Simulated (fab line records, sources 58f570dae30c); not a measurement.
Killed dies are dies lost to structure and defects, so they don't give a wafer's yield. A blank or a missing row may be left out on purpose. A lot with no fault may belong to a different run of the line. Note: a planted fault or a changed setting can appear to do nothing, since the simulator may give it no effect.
Matching of chambers / flow berkeley cmos170 / rie diel-01 running UCB170_V1_ETCH_14: 4 sister chambers
The step etches SiO2 in CHF3/CF4/Ar, stops on Al, target depth 1250 nm, time 291 s. 16 wafers are shown with their chamber, then 8 later ones without.

## WAFERS, EACH WITH ITS CHAMBER
wafer=L486.2; chamber=1; throttle valve pct (%)=6.86; drypump motor current A (A)=5.34; oes product au (a.u.)=0.885
wafer=L486.3; chamber=0; throttle valve pct (%)=7.18; drypump motor current A (A)=5.69; oes product au (a.u.)=0.887
wafer=L486.4; chamber=3; throttle valve pct (%)=7.23; drypump motor current A (A)=5.51; oes product au (a.u.)=0.887
wafer=L491.1; chamber=1; throttle valve pct (%)=6.87; drypump motor current A (A)=5.34; oes product au (a.u.)=0.886
wafer=L491.4; chamber=3; throttle valve pct (%)=7.22; drypump motor current A (A)=5.53; oes product au (a.u.)=0.880
wafer=L491.5; chamber=0; throttle valve pct (%)=7.19; drypump motor current A (A)=5.71; oes product au (a.u.)=0.888
wafer=L488.1; chamber=0; throttle valve pct (%)=7.20; drypump motor current A (A)=5.70; oes product au (a.u.)=0.882
wafer=L488.2; chamber=1; throttle valve pct (%)=6.87; drypump motor current A (A)=5.33; oes product au (a.u.)=0.882
wafer=L488.6; chamber=0; throttle valve pct (%)=7.19; drypump motor current A (A)=5.70; oes product au (a.u.)=0.882
wafer=L493.2; chamber=0; throttle valve pct (%)=7.21; drypump motor current A (A)=5.70; oes product au (a.u.)=0.883
wafer=L493.4; chamber=3; throttle valve pct (%)=7.24; drypump motor current A (A)=5.52; oes product au (a.u.)=0.892
wafer=L493.6; chamber=2; throttle valve pct (%)=6.90; drypump motor current A (A)=5.49; oes product au (a.u.)=0.851
wafer=L496.2; chamber=0; throttle valve pct (%)=7.21; drypump motor current A (A)=5.69; oes product au (a.u.)=0.883
wafer=L496.4; chamber=1; throttle valve pct (%)=6.87; drypump motor current A (A)=5.31; oes product au (a.u.)=0.895
wafer=L496.5; chamber=1; throttle valve pct (%)=6.87; drypump motor current A (A)=5.31; oes product au (a.u.)=0.895
wafer=L495.4; chamber=0; throttle valve pct (%)=7.19; drypump motor current A (A)=5.68; oes product au (a.u.)=0.885

SIGNATURES (means of the wafers above)
reading=throttle valve pct; chamber 0=7.1957; chamber 1=6.8680; chamber 2=6.9000; chamber 3=7.2300; scatter within a chamber=0.00936
reading=drypump motor current A; chamber 0=5.6957; chamber 1=5.3260; chamber 2=5.4900; chamber 3=5.5200; scatter within a chamber=0.0119
reading=oes product au; chamber 0=0.88429; chamber 1=0.88860; chamber 2=0.85100; chamber 3=0.88633; scatter within a chamber=0.00459
Rule: for a wafer and a chamber, the distance is found by dividing, reading by reading, the gap between the wafer's reading and the chamber's mean by the reading's scatter, squaring, summing and taking the root. If the next closest chamber is less than 2 further off than the closest, the wafer can't be placed; otherwise it belongs to the closest. The scatter: the root of (the sum of the squares of (reading less its chamber's mean) over the shown wafers, divided by (wafers less chambers)).

## WAFERS WHOSE CHAMBER IS MISSING
wafer=L495.5; throttle valve pct (%)=6.88; drypump motor current A (A)=5.49; oes product au (a.u.)=0.847
wafer=L495.6; throttle valve pct (%)=7.22; drypump motor current A (A)=5.52; oes product au (a.u.)=0.888
wafer=L502.2; throttle valve pct (%)=6.88; drypump motor current A (A)=5.50; oes product au (a.u.)=0.847
wafer=L502.3; throttle valve pct (%)=7.19; drypump motor current A (A)=5.69; oes product au (a.u.)=0.883
wafer=L502.5; throttle valve pct (%)=7.20; drypump motor current A (A)=5.70; oes product au (a.u.)=0.882
wafer=L505.1; throttle valve pct (%)=6.89; drypump motor current A (A)=5.49; oes product au (a.u.)=0.854
wafer=L505.3; throttle valve pct (%)=7.24; drypump motor current A (A)=5.54; oes product au (a.u.)=0.887
wafer=L505.5; throttle valve pct (%)=6.88; drypump motor current A (A)=5.51; oes product au (a.u.)=0.854

## THE CHAMBER EACH PASSED THROUGH
wafer=L495.5; from the rows above=2; in truth=2
wafer=L495.6; from the rows above=3; in truth=3
wafer=L502.2; from the rows above=2; in truth=2
wafer=L502.3; from the rows above=0; in truth=0
wafer=L502.5; from the rows above=0; in truth=0
wafer=L505.1; from the rows above=2; in truth=2
wafer=L505.3; from the rows above=3; in truth=3
wafer=L505.5; from the rows above=2; in truth=2
Correct placement for 8 of the 8. Can't be placed from these rows: 0. Wrongly placed: 0.
